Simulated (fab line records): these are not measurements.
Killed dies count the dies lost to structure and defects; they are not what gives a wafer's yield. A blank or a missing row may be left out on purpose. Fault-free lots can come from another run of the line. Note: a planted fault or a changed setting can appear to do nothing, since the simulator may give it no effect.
Which tool was responsible? | flow berkeley cmos170 | 15 lots with 45 wafers sampled at 5 steps, on a route of 331 steps

== WHAT EACH GAUGE READ, for each wafer ==
UCB170_NVT_TW_MEAS_09.
lot  | measured     | on            | NVT_TW
L494 | day 6 16:31  | film metro-03 | 525.6 522.2 523.5
L495 | day 7 06:23  | film metro-04 | 527.4 529.1 529.5
L496 | day 7 07:06  | film metro-04 | 526.0 527.9 524.6
L498 | day 8 01:01  | film metro-03 | 525.9 527.5 525.0
L500 | day 8 01:17  | film metro-04 | 523.7 525.4 525.4
L497 | day 8 01:26  | film metro-03 | 523.9 525.5 522.8
L501 | day 8 01:43  | film metro-03 | 528.1 527.7 527.5
L503 | day 8 10:02  | film metro-04 | 523.8 524.2 523.4
L505 | day 8 21:43  | film metro-04 | 565.6 561.6 561.9
L508 | day 9 08:53  | film metro-04 | 566.6 565.0 569.8
L507 | day 9 09:35  | film metro-01 | 569.1 565.3 569.4
L513 | day 10 11:16 | film metro-01 | 527.9 527.4 523.5
L512 | day 10 11:34 | film metro-03 | 527.0 522.9 525.7
L514 | day 10 21:52 | film metro-01 | 523.9 522.8 521.7
L516 | day 11 05:52 | film metro-01 | 527.2 526.0 526.7

UCB170_V1_CD_MEAS_90: target cd 700 nm.
lot  | measured     | on        | cd nm (nm)
L494 | day 8 13:44  | cd sem-02 | 703.2 701.9 702.7
L495 | day 9 04:49  | cd sem-01 | 699.6 700.4 699.6
L496 | day 9 06:01  | cd sem-01 | 697.3 697.1 697.6
L498 | day 10 03:19 | cd sem-01 | 698.4 699.2 698.5
L500 | day 10 03:03 | cd sem-01 | 697.3 700.1 696.7
L497 | day 10 04:19 | cd sem-02 | 698.8 698.9 697.1
L501 | day 10 04:07 | cd sem-02 | 698.1 697.9 697.6
L503 | day 10 07:47 | cd sem-02 | 702.1 700.4 701.9
L505 | day 10 21:46 | cd sem-01 | 700.5 701.8 701.4
L508 | day 11 14:41 | cd sem-02 | 701.0 700.1 700.8
L507 | day 11 15:02 | cd sem-02 | 700.4 699.8 701.6
L513 | day 12 08:23 | cd sem-01 | 701.0 698.6 700.0
L512 | day 12 08:13 | cd sem-02 | 700.7 701.3 700.0
L514 | day 12 19:08 | cd sem-02 | 700.6 700.0 700.2
L516 | day 13 07:28 | cd sem-01 | 700.0 699.3 700.7

UCB170_M2_OVL_MEAS_16.
lot  | measured     | on         | M2_OVL (nm)
L494 | day 8 16:13  | overlay-01 | 1 -3 -2
L495 | day 9 07:14  | overlay-01 | 4 2 0
L496 | day 9 08:28  | overlay-02 | -5 -1 -10
L498 | day 10 06:55 | overlay-01 | -3 0 -1
L500 | day 10 06:25 | overlay-02 | -15 -12 -9
L497 | day 10 08:12 | overlay-01 | 2 -5 -1
L501 | day 10 07:50 | overlay-02 | -9 0 -10
L503 | day 10 10:08 | overlay-02 | -10 -12 -9
L505 | day 11 02:18 | overlay-01 | 4 0 6
L508 | day 11 17:08 | overlay-01 | -10 -5 -3
L507 | day 11 17:37 | overlay-02 | -7 -6 -5
L513 | day 12 10:42 | overlay-02 | 1 4 -2
L512 | day 12 10:28 | overlay-01 | 2 -2 -1
L514 | day 12 21:24 | overlay-02 | 2 0 4
L516 | day 13 10:01 | overlay-02 | -4 1 4

== TOOL THAT RAN EACH LOT (tool first, then ch and the chambers of the sampled wafers, then the start) ==
lot  | UCB170_NVT_IMPLANT_07           | UCB170_CONTACT_ETCH_18
L494 | implanter-01 ch 0, day 6 16:17  | rie diel-04 ch 1,3, day 8 13:44 or earlier
L495 | implanter-02 ch 0, day 7 06:10  | rie diel-03 ch 2,3, day 9 04:49 or earlier
L496 | implanter-03 ch 0, day 7 06:53  | rie diel-01 ch 1,3, day 9 06:01 or earlier
L498 | implanter-03 ch 0, day 8 00:47  | rie diel-03 ch 0,1,2, day 10 03:19 or earlier
L500 | implanter-01 ch 0, day 8 01:02  | rie diel-01 ch 0,2,3, day 10 03:03 or earlier
L497 | implanter-02 ch 0, day 8 01:11  | rie diel-03 ch 1,2,3, day 10 04:19 or earlier
L501 | implanter-03 ch 0, day 8 01:29  | rie diel-01 ch 0,1,2, day 10 04:07 or earlier
L503 | implanter-01 ch 0, day 8 09:47  | rie diel-01 ch 0,1,3, day 10 07:47 or earlier
L505 | implanter-03 ch 0, day 8 21:28  | rie diel-01 ch 1,2,3, day 10 21:46 or earlier
L508 | implanter-03 ch 0, day 9 08:38  | rie diel-03 ch 1,2,3, day 11 14:41 or earlier
L507 | implanter-03 ch 0, day 9 09:20  | rie diel-04 ch 1,2, day 11 15:02 or earlier
L513 | implanter-02 ch 0, day 10 11:01 | rie diel-04 ch 0,1,3, day 12 08:23 or earlier
L512 | implanter-01 ch 0, day 10 11:20 | rie diel-01 ch 0,1, day 12 08:13 or earlier
L514 | implanter-01 ch 0, day 10 21:37 | rie diel-01 ch 1,2,3, day 12 19:08 or earlier
L516 | implanter-01 ch 0, day 11 05:38 | rie diel-03 ch 2,3, day 13 07:28 or earlier
- UCB170_NVT_IMPLANT_07
- UCB170_CONTACT_ETCH_18: etches PSG in CHF3/CF4/Ar, stops on TiSi2, target depth 840 nm, time 195 s.

== AS READ BY THE TOOLS THEMSELVES (means over the sampled wafers that have a number; for cases with no such wafer, the mark the record gives instead) ==
UCB170_NVT_IMPLANT_07.
lot  | tool         | beam energy keV
L494 | implanter-01 | 50.001
L495 | implanter-02 | 50.004
L496 | implanter-03 | 49.998
L498 | implanter-03 | 49.972
L500 | implanter-01 | 49.997
L497 | implanter-02 | 49.991
L501 | implanter-03 | 49.999
L503 | implanter-01 | 49.998
L505 | implanter-03 | 67.487
L508 | implanter-03 | 67.521
L507 | implanter-03 | 67.478
L513 | implanter-02 | 50.000
L512 | implanter-01 | 50.008
L514 | implanter-01 | 50.007
L516 | implanter-01 | 50.007

UCB170_CONTACT_ETCH_18.
lot  | tool        | drypump motor current A (A) | oes product au (a.u.) | throttle valve pct (%)
L494 | rie diel-04 | 6.1                         | 0.886                 | 6.83
L495 | rie diel-03 | 6.0                         | 0.899                 | 7.06
L496 | rie diel-01 | 5.6                         | 0.899                 | 6.94
L498 | rie diel-03 | 5.7                         | 0.905                 | 6.99
L500 | rie diel-01 | 5.6                         | 0.891                 | 6.95
L497 | rie diel-03 | 5.9                         | 0.900                 | 7.03
L501 | rie diel-01 | 5.6                         | 0.895                 | 6.84
L503 | rie diel-01 | 5.5                         | 0.895                 | 6.86
L505 | rie diel-01 | 5.7                         | 0.898                 | 6.93
L508 | rie diel-03 | 6.0                         | 0.900                 | 7.05
L507 | rie diel-04 | 5.4                         | 0.900                 | 6.87
L513 | rie diel-04 | 6.0                         | 0.893                 | 6.78
L512 | rie diel-01 | 5.3                         | 0.893                 | 6.78
L514 | rie diel-01 | 5.8                         | 0.902                 | 6.90
L516 | rie diel-03 | 6.0                         | 0.906                 | 7.06

== THE ANSWER, worked out from the rows above alone ==
Rule: usual is defined by the lots themselves. The widest of any qualifying gaps counts: lots, ordered by their means at a reading, are off when they make up no more than a third of the lots, leave a main group of 4 or more, and stand apart from it by 3 or more times the standard deviation of that group's means. If all means in a main group match to the digits the tables above print for the reading, that group is not used. A lot without any number at a reading at which 4 lots or more have one is off too. The other lots that the step has rows for count as sound. First the gauges in route order, then the tools' own readings, where a lot's mean is used as printed above. The first step at which some lot is off is used, and at that step the reading that is off furthest; a lot without a number counts as furthest.
Off: L505, L508, L507, seen at UCB170_NVT_TW_MEAS_09 (NVT_TW). For the main group the mean is 525.5 and the standard deviation 1.7.
A tool fits if, at a process step before that reading, it ran every lot that is off, and no sound lot after the first of them. The gauges at UCB170_NVT_TW_MEAS_09 aren't tried: what is off there is off at UCB170_NVT_IMPLANT_07 too, on other tools, and a gauge's error can't cause that. One fits: UCB170_NVT_IMPLANT_07 on implanter-03. A fault onset in the window from L501 (day 8 01:29, its last sound lot) to L505 (day 8 21:28, its first lot off) fits.
The tool's own readings at UCB170_NVT_IMPLANT_07 bear it out: on the lots that are off they differ by more than 5 times the standard deviation of the sound lots' means. beam energy keV reads 67.495 there against 49.998 on the sound lots.

== WHAT WAS PUT IN BY THE SIMULATOR ==
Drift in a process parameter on implanter-03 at UCB170_NVT_IMPLANT_07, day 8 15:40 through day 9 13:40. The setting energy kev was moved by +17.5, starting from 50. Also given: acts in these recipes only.
Shown lots that were struck: L505, L508, L507. The same result came from the rule above.
